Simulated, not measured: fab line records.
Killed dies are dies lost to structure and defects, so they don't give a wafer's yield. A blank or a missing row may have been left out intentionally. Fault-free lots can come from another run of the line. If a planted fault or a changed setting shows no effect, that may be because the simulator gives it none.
Check for tools in common + flow berkeleyCmos170 + Lots sampled 14, wafers sampled 48

== WHY IT WAS OPENED ==
Flagged at UCB170_V2_CD_MEAS_12: reading cdNm, on 2 of 14 lots. Fault-free wafers read 700.1 nm, with a standard deviation of 1.4.
Rule: a lot is flagged when every wafer of it that has a number lies more than 4 standard deviations from that mean, or none has a number. The other lots count as sound.

| lot  | measured     | on       | cdNm (nm), wafer by wafer           | flag    |
|------|--------------|----------|-------------------------------------|---------|
| L994 | day 7 09:11  | cdSem-02 | 701.6 701.8 702.7                   |         |
| L995 | day 7 09:14  | cdSem-01 | 699.7 701.2 701.6                   |         |
| L993 | day 7 09:44  | cdSem-01 | 701.6 701.8 700.0                   |         |
| L996 | day 8 05:39  | cdSem-02 | 699.2 698.8 698.2                   |         |
| L997 | day 8 05:54  | cdSem-02 | 698.1 697.4 697.5                   |         |
| L998 | day 8 10:03  | cdSem-01 | 699.6 698.4 697.9                   |         |
| L100 | day 8 21:39  | cdSem-02 | 701.0 702.3 702.6                   |         |
| L105 | day 9 12:32  | cdSem-01 | 699.0 700.4 700.1                   |         |
| L104 | day 9 13:02  | cdSem-02 | 710.4 709.2 708.4 710.6 709.0 708.1 | FLAGGED |
| L101 | day 9 13:16  | cdSem-01 | 701.4 699.3 701.2                   |         |
| L108 | day 10 13:25 | cdSem-02 | 700.3 698.6 698.7                   |         |
| L111 | day 11 12:14 | cdSem-02 | 706.9 707.6 706.9 707.1 707.7 706.9 | FLAGGED |
| L113 | day 11 12:19 | cdSem-01 | 700.8 700.6 700.0                   |         |
| L116 | day 12 09:05 | cdSem-02 | 700.9 702.1 702.4                   |         |
The numbers of the flagged lots are 708.2 nm on average: +8.1 nm against the usual, or +6 standard deviations.

== TOOL THAT RAN EACH LOT ==
Before the reading, the record contains 3 process steps out of a 331-step route. Every cell lists first the tool, next ch and the chambers used by the sampled wafers, and last the start.
| lot  | flag    | UCB170_PWELL_STRIP_16              | UCB170_V1_CVD_00                | UCB170_V2_PEB_10                 |
|------|---------|------------------------------------|---------------------------------|----------------------------------|
| L994 |         | plasmaAsher-01 ch 0,1, day 3 02:55 | pecvd-04 ch 1,2, day 6 21:47    | lithoTrack-03 ch 0, day 7 08:54  |
| L995 |         | plasmaAsher-03 ch 0,1, day 3 05:29 | pecvd-04 ch 0,2, day 6 21:57    | lithoTrack-01 ch 0, day 7 08:57  |
| L993 |         | plasmaAsher-02 ch 0,1, day 3 03:01 | pecvd-01 ch 0,1, day 6 21:47    | lithoTrack-01 ch 0, day 7 09:26  |
| L996 |         | plasmaAsher-02 ch 0,1, day 3 19:43 | pecvd-04 ch 0,2, day 7 20:44    | lithoTrack-01 ch 0, day 8 05:23  |
| L997 |         | plasmaAsher-03 ch 0,1, day 3 19:28 | pecvd-01 ch 0,2, day 7 20:44    | lithoTrack-01 ch 0, day 8 05:38  |
| L998 |         | plasmaAsher-02 ch 1, day 4 04:21   | pecvd-02 ch 0,2, day 8 01:05    | lithoTrack-01 ch 0, day 8 09:46  |
| L100 |         | plasmaAsher-02 ch 0,1, day 4 16:20 | pecvd-02 ch 0,2, day 8 12:57    | lithoTrack-03 ch 0, day 8 21:23  |
| L105 |         | plasmaAsher-01 ch 0,1, day 5 12:00 | pecvd-01 ch 0,2, day 9 03:57    | lithoTrack-01 ch 0, day 9 12:16  |
| L104 | FLAGGED | plasmaAsher-03 ch 0,1, day 5 01:13 | pecvd-02 ch 0,1,2, day 9 04:07  | lithoTrack-03 ch 0, day 9 12:46  |
| L101 |         | plasmaAsher-03 ch 0,1, day 4 22:46 | pecvd-04 ch 0,1, day 9 04:07    | lithoTrack-01 ch 0, day 9 12:59  |
| L108 |         | plasmaAsher-01 ch 0,1, day 5 23:30 | pecvd-04 ch 0,1,2, day 10 05:29 | lithoTrack-01 ch 0, day 10 13:09 |
| L111 | FLAGGED | plasmaAsher-03 ch 0,1, day 6 19:47 | pecvd-02 ch 0,1,2, day 11 03:58 | lithoTrack-03 ch 0, day 11 11:59 |
| L113 |         | plasmaAsher-03 ch 0,1, day 7 00:34 | pecvd-04 ch 0,1,2, day 11 03:53 | lithoTrack-02 ch 0, day 11 12:03 |
| L116 |         | plasmaAsher-01 ch 0,1, day 7 18:09 | pecvd-01 ch 1, day 11 23:02     | lithoTrack-02 ch 0, day 12 08:48 |
What the steps here do:
- UCB170_PWELL_STRIP_16: strips in O2.
- UCB170_V1_CVD_00: deposits SiO2 from TEOS/O2, target thk 2000 nm, time 250 s.
- UCB170_V2_PEB_10
- UCB170_V2_CD_MEAS_12: target cd 700 nm.

== FLAGGED AGAINST TOTAL, ONE TOOL AT A TIME (gauges that did the reading follow at the end) ==
| step                  | tool           | lots run | flagged | share of the flagged lots | sound lots run after its first flagged lot |
|-----------------------|----------------|----------|---------|---------------------------|--------------------------------------------|
| UCB170_PWELL_STRIP_16 | plasmaAsher-01 | 4        | 0       | none                      | -                                          |
| UCB170_PWELL_STRIP_16 | plasmaAsher-02 | 4        | 0       | none                      | -                                          |
| UCB170_PWELL_STRIP_16 | plasmaAsher-03 | 6        | 2       | all                       | 1 (L113)                                   |
| UCB170_V1_CVD_00      | pecvd-01       | 4        | 0       | none                      | -                                          |
| UCB170_V1_CVD_00      | pecvd-02       | 4        | 2       | all                       | 0                                          |
| UCB170_V1_CVD_00      | pecvd-04       | 6        | 0       | none                      | -                                          |
| UCB170_V2_PEB_10      | lithoTrack-01  | 8        | 0       | none                      | -                                          |
| UCB170_V2_PEB_10      | lithoTrack-02  | 2        | 0       | none                      | -                                          |
| UCB170_V2_PEB_10      | lithoTrack-03  | 4        | 2       | all                       | 0                                          |
| UCB170_V2_CD_MEAS_12  | cdSem-01       | 6        | 0       | none                      | -                                          |
| UCB170_V2_CD_MEAS_12  | cdSem-02       | 8        | 2       | all                       | 2 (L108,L116)                              |

== WHAT IS ALLOWED BY THE TABLE ==
4 rows of the table ran every flagged lot: plasmaAsher-03 at UCB170_PWELL_STRIP_16, pecvd-02 at UCB170_V1_CVD_00, lithoTrack-03 at UCB170_V2_PEB_10, cdSem-02 at UCB170_V2_CD_MEAS_12.
- plasmaAsher-03 at UCB170_PWELL_STRIP_16 ran 6 lots, 2 of them flagged. Sound lots ran on it after the first flagged one (L113), which a lasting fault on the whole tool wouldn't allow.
- pecvd-02 at UCB170_V1_CVD_00 ran 4 lots, 2 of them flagged. It ran its last sound lot, L100, at day 8 12:57 and its first flagged lot, L104, at day 9 04:07: a fault with its onset between the two fits.
- lithoTrack-03 at UCB170_V2_PEB_10 ran 4 lots, 2 of them flagged. It ran its last sound lot, L100, at day 8 21:23 and its first flagged lot, L104, at day 9 12:46: a fault with its onset between the two fits.
- cdSem-02 at UCB170_V2_CD_MEAS_12 ran 8 lots, 2 of them flagged. Sound lots ran on it after the first flagged one (L108, L116), which a lasting fault on the whole tool wouldn't allow.
A lot count leaves these 2 tools indistinguishable: every one of them fits a fault beginning at some hour. More lots, or a look at what each step does to the wafer, might.

== WHAT THE SIMULATOR HAD INSERTED ==
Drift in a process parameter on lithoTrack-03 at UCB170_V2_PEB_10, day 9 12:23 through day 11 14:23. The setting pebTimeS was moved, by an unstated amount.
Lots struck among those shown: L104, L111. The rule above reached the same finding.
